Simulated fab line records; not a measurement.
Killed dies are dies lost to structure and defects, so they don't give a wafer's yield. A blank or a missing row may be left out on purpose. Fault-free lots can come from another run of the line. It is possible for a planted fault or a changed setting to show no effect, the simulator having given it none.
A struck lot beside a sound one | flow ritCmos | 23 out of 202 route steps
Sound: wafers L471.1, L471.3, L471.4. The struck wafers were L480.1, L480.4, L480.6. The cause is named last.
At each step with rows: each side's tool, then ch and its chambers, then its first start. Under that, the readings that differ: sound wafers | struck wafers | difference of the means | sigmas: that difference in standard deviations of wafers without a fault.
alike: same words and numbers on both sides, and readings whose means sit less than 2 such deviations apart. not compared: any withheld reading, any reading some wafer has no value for, any bound like >300 that may hide the same value, and any number with overlapping values for which the record gives no deviation.
The two part at a step that has a row with sigmas, a row that says differs or no value, or rows on one side only. Numbers that have no deviation but don't overlap get no sigmas and don't part them. Lack of a reading on every wafer of one side parts them only where that side has two or more wafers.

RIT_CONTACT_CD_MEAS_08 targets a cd of 1000 nm.
  sound: cdSem-01 at day 4 04:31; struck: cdSem-01 at day 5 21:54
  alike: cdNm
RIT_CONTACT_OVL_MEAS_09:
  sound: overlay-02 at day 4 04:38; struck: overlay-02 at day 5 22:01
  alike: CONTACT_OVL
then, 1 step without rows for these wafers: RIT_CONTACT_HARDBAKE_10 (time 60 s).
RIT_CONTACT_ETCH_11: etches SiO2 in CHF3/CF4/Ar, stops on TiSi2, target depth 480 nm, time 320 s.
  sound on rieDiel-02 ch 0,1,2, day 4 04:49; struck on rieDiel-03 ch 1,3, day 5 22:12
  alike: CHF3_flow_sccm, drypumpMotorCurrentA, oesProductAu, rfFwdPowerW, throttleValvePct
  not compared: rfHoursCounterH
RIT_CONTACT_STRIP_12: strips in O2, time 180 s.
  sound on plasmaAsher-04 ch 0,1, day 4 05:01; struck on plasmaAsher-02 ch 0,1, day 5 22:24
  alike: drypumpMotorCurrentA, rfReflPowerW
  not compared: rfHoursCounterH
RIT_CONTACT_CD_MEAS_90 targets a cd of 1000 nm.
  sound: cdSem-02 at day 4 05:11; struck: cdSem-02 at day 5 22:34
  alike: cdNm
then, 2 steps without rows for these wafers: RIT_CONTACT_CLEAN_13 (cleans in SC1, time 600 s); RIT_CONTACT_CLEAN_14 (cleans in SC2, time 600 s).
RIT_M1_SPUTTER_00: material Al, target thk 400 nm, time 500 s.
  sound: pvdSputter-03 at day 4 05:40; struck: pvdSputter-04 at day 5 23:23
  alike: cathodeDcPowerW, throttleValvePct
RIT_M1_RS_MEAS_01: the measuring method here is four-point-probe.
  sound: filmMetro-04 at day 4 05:58; struck: filmMetro-01 at day 5 23:41
  alike: M1_AL_RS
RIT_M1_THK_MEAS_02: measures by xrf.
  sound: filmMetro-04 at day 4 06:05; struck: filmMetro-01 at day 5 23:49
  alike: M1_AL_THK
then, 1 step without rows for these wafers: RIT_M1_HMDS_03 (prime time 60 s).
RIT_M1_COAT_04: resist thk 1300 nm.
  sound on lithoTrack-02 ch 0, day 4 06:17; struck on lithoTrack-02 ch 0, day 6 00:01
reading                                | sound                | struck               | difference | sigmas
spinSpeedRpm (rpm)                     | 1998.9 1999.6 2001.9 | 1868.2 1867.6 1867.4 | -132.4     | -99 or more
model.NOVOLAK_of_M1_COAT_04.thkNm (nm) | 1308 1304 1305       | 1346 1349 1348       | +42        | 
then, 4 steps without rows for these wafers: RIT_M1_SOFTBAKE_05 (time 60 s); RIT_M1_EXPOSE_06 (exposes mask M12, target cd 2600 nm); RIT_M1_PEB_07; RIT_M1_DEVELOP_08 (develop time 68 s).
RIT_M1_CD_MEAS_09 targets a cd of 2600 nm.
  sound: cdSem-01 at day 4 07:01; struck: cdSem-01 at day 6 00:52
reading   | sound                | struck               | difference | sigmas
cdNm (nm) | 2598.7 2595.4 2594.8 | 2606.9 2608.2 2609.2 | +11.8      | +6
RIT_M1_OVL_MEAS_10:
  sound: overlay-01 at day 4 07:08; struck: overlay-02 at day 6 00:59
  alike: M1_OVL
then, 1 step without rows for these wafers: RIT_M1_HARDBAKE_11 (time 120 s).
RIT_M1_METAL_ETCH_12: etches Al in Cl2/BCl3, stops on SiO2, time 165 s, target depth 600 nm.
  sound on rieMetal-02 ch 0,1, day 4 07:25; struck on rieMetal-02 ch 0,1, day 6 01:17
reading                                | sound             | struck            | difference | sigmas
model.NOVOLAK_of_M1_COAT_04.thkNm (nm) | 806.6 802.5 824.6 | 837.9 838.3 862.6 | +35.0      | 
  alike: drypumpMotorCurrentA, mfcCl2Sccm, oesProductAu, rfFwdPowerW, throttleValvePct
  not compared: rfHoursCounterH
then, 1 step without rows for these wafers: RIT_M1_STRIP_13 (strips in nmp, time 600 s).
RIT_M1_PROBE_99:
  sound: prober-02 at day 4 09:41; struck: prober-01 at day 6 03:32
  alike: defectLimitedYield, killedAtContacts, killedAtFrontEnd, killedDies, killedOpen, killedShort, sort_bin_3_pad_short, sort_bin_5_function, sort_bin_6_memory, sortNPass, sortYieldPct

WHERE THEY PART
At RIT_M1_COAT_04 first; at RIT_M1_CD_MEAS_09 last (within this record only). Later steps at which nothing parts them and some readings are alike: RIT_M1_OVL_MEAS_10, RIT_M1_METAL_ETCH_12, RIT_M1_PROBE_99.

WHY: the cause the simulator had injected
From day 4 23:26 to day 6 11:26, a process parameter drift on lithoTrack-02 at RIT_M1_COAT_04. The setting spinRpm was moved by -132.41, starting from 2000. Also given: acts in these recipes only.
